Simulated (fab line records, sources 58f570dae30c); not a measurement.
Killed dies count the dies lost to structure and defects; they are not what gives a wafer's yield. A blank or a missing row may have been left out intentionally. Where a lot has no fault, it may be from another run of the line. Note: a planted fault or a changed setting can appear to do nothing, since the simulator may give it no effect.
Lot-split experiment | flow berkeley-cmos170 | route with 331 steps; 5 lots, 23 wafers read

THE SPLIT ITSELF
At UCB170_CONTACT_EXPOSE_12 (exposes mask CONT, target cd 700 nm), the setting dose-mj was moved away from the recipe's 35 on 11 of the 23 wafers read, by -4.5% to +7.1%. All remaining wafers had this setting at the recipe value.

FROM THE SPLIT TO THE READING: what the file shows between them, 6 steps
- UCB170_CONTACT_PEB_13
- UCB170_CONTACT_DEVELOP_14: develop time 45 s
- UCB170_CONTACT_CD_MEAS_15: target cd 700 nm
- UCB170_CONTACT_ETCH_17: etches BARC in N2/H2
- UCB170_CONTACT_ETCH_18: etches PSG in CHF3/CF4/Ar, stops on TiSi2, target depth 840 nm, time 195 s
- UCB170_CONTACT_STRIP_19: strips in O2

THE READING
Shown in nm: cd-nm at UCB170_CONTACT_CD_MEAS_90, with target cd 700 nm. Fault-free wafers of this fab line usually give 700.5 nm, standard deviation 2.1 nm.

wafer  | tool, chamber at the split | dose-mj as run | against the recipe | cd-nm, nm | against lot-mates on the recipe
L074.1 | krf-scanner-02, 0          | 35             | recipe             | 700.7     | -
L074.2 | krf-scanner-02, 0          | 37.49          | +7.1%              | 712.5     | +10.7
L074.3 | krf-scanner-02, 0          | 37.49          | +7.1%              | 716.6     | +14.8
L074.4 | krf-scanner-02, 0          | 35             | recipe             | 702.9     | -
L074.6 | krf-scanner-02, 0          | 37.49          | +7.1%              | 711.1     | +9.3
L075.2 | krf-scanner-01, 0          | 35             | recipe             | 703.8     | -
L075.4 | krf-scanner-01, 0          | 35             | recipe             | 702.1     | -
L075.5 | krf-scanner-01, 0          | 35             | recipe             | 702.4     | -
L080.1 | krf-scanner-01, 0          | 33.8           | -3.4%              | 693.9     | -9.1
L080.3 | krf-scanner-01, 0          | 35             | recipe             | 704.5     | -
L080.4 | krf-scanner-01, 0          | 35             | recipe             | 701.6     | -
L080.5 | krf-scanner-01, 0          | 33.8           | -3.4%              | 697.1     | -5.9
L080.6 | krf-scanner-01, 0          | 33.8           | -3.4%              | 695.9     | -7.1
L076.1 | krf-scanner-01, 0          | 35             | recipe             | 699.7     | -
L076.2 | krf-scanner-01, 0          | 33.42          | -4.5%              | 691.4     | -7.0
L076.4 | krf-scanner-01, 0          | 35             | recipe             | 696.1     | -
L076.5 | krf-scanner-01, 0          | 35             | recipe             | 699.5     | -
L076.6 | krf-scanner-01, 0          | 33.42          | -4.5%              | 691.4     | -7.0
L085.1 | krf-scanner-02, 0          | 37.13          | +6.1%              | 708.9     | +10.9
L085.2 | krf-scanner-02, 0          | 37.13          | +6.1%              | 710.4     | +12.4
L085.4 | krf-scanner-02, 0          | 35             | recipe             | 696.5     | -
L085.5 | krf-scanner-02, 0          | 37.13          | +6.1%              | 706.2     | +8.2
L085.6 | krf-scanner-02, 0          | 35             | recipe             | 699.4     | -

FIT RESULTS
A straight line over all 23 wafers: cd-nm changes by +1.63 nm for each +1% of dose-mj; r = +0.93; the points scatter about the line by 2.5 nm.
The same after taking each lot's own level away (the mean of its wafers on the recipe; 23 wafers): +1.72 nm for each +1%; r = +0.97; scatter 1.7 nm.
That fit puts the effect of the largest move of dose-mj on the reading at 12 nm.
From 697.95 to 703.05 nm: that is the span of the lots' own levels, equal to 2.4 times the standard deviation above.
The two slopes are in agreement: the lot-to-lot level therefore moves the slope only a little.
Check: +12.3 nm against its lot-mates is what the line predicts for one of the wafers moved furthest among these (+7.1%) when that wafer is left out of the fit. Against them it came out at +10.7 nm.

OTHER SPLITS ON THESE WAFERS
These wafers also went through other splits before the reading. Each is held against what the fit with the lots' levels taken away leaves over:
other split on the same wafers    | wafers away from the commonest value | r with cd-nm (lot level and that fit taken away)
UCB170_SILICIDE_SPUTTER_01 time-s | 5                                    | +0.21

THE WHOLE CHAIN: every reading that the file lists as answering this split, in the file's order
step                      | what it does         | reading                                                        | change (the file's fit)              | r (the file's)
UCB170_CONTACT_CD_MEAS_15 | target cd 700 nm     | cd-nm                                                          | +1.73 nm for each +1% of the setting | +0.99
UCB170_CONTACT_ETCH_17    | etches BARC in N2/H2 | CONTACT.cd-nm (the simulator's own value, which no gauge read) | +1.72 nm for each +1% of the setting | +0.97
UCB170_CONTACT_CD_MEAS_90 | target cd 700 nm     | cd-nm                                                          | +1.7 nm for each +1% of the setting  | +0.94

FILE'S OWN FIT
cd-nm changes by +1.7 nm for each +1% of dose-mj, r = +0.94.
